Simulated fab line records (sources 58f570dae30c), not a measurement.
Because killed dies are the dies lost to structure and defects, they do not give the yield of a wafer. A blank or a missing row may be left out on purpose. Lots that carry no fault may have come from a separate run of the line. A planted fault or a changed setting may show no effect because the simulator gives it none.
Which tool was responsible? | flow berkeley-cmos170 | 7 lots, 21 wafers sampled, at 1 step of a route of 331

WHAT THE GAUGES SHOWED, per wafer
UCB170_START_THK_MEAS_03.
lot  | measured    | on            | START_OXIDE_THK (nm)
L237 | day 1 19:11 | film-metro-01 | 20.1 20.5 20.3
L239 | day 2 04:23 | film-metro-01 | 20.0 20.0 20.2
L241 | day 2 15:12 | film-metro-02 | 20.0 20.0 19.9
L243 | day 3 02:29 | film-metro-02 | 20.2 20.0 20.1
L248 | day 4 03:17 | film-metro-01 | 20.2 20.4 20.3
L253 | day 5 03:47 | film-metro-04 | 19.8 20.0 19.7
L257 | day 6 01:04 | film-metro-02 | 19.8 19.5 20.1

EACH LOT AND THE TOOL THAT RAN IT (in order: tool; ch and the chambers of the sampled wafers; start)
The record holds no process step before these readings.

THE ANSWER, worked out from the rows above alone
Rule: what is usual is taken from the lots themselves. The widest of any qualifying gaps counts: lots, ordered by their means at a reading, are off when they make up no more than a third of the lots, leave a main group of 4 or more, and stand apart from it by 3 or more times the standard deviation of that group's means. A main group is skipped when, at the precision printed for the reading in the tables above, its means are all equal. Also off: a lot with no number at a reading for which 4 or more lots have one. All remaining lots with rows at the step are treated as sound.
No lot is off on any of the readings shown, so nothing can be concluded from this.

WHAT WAS PUT IN BY THE SIMULATOR
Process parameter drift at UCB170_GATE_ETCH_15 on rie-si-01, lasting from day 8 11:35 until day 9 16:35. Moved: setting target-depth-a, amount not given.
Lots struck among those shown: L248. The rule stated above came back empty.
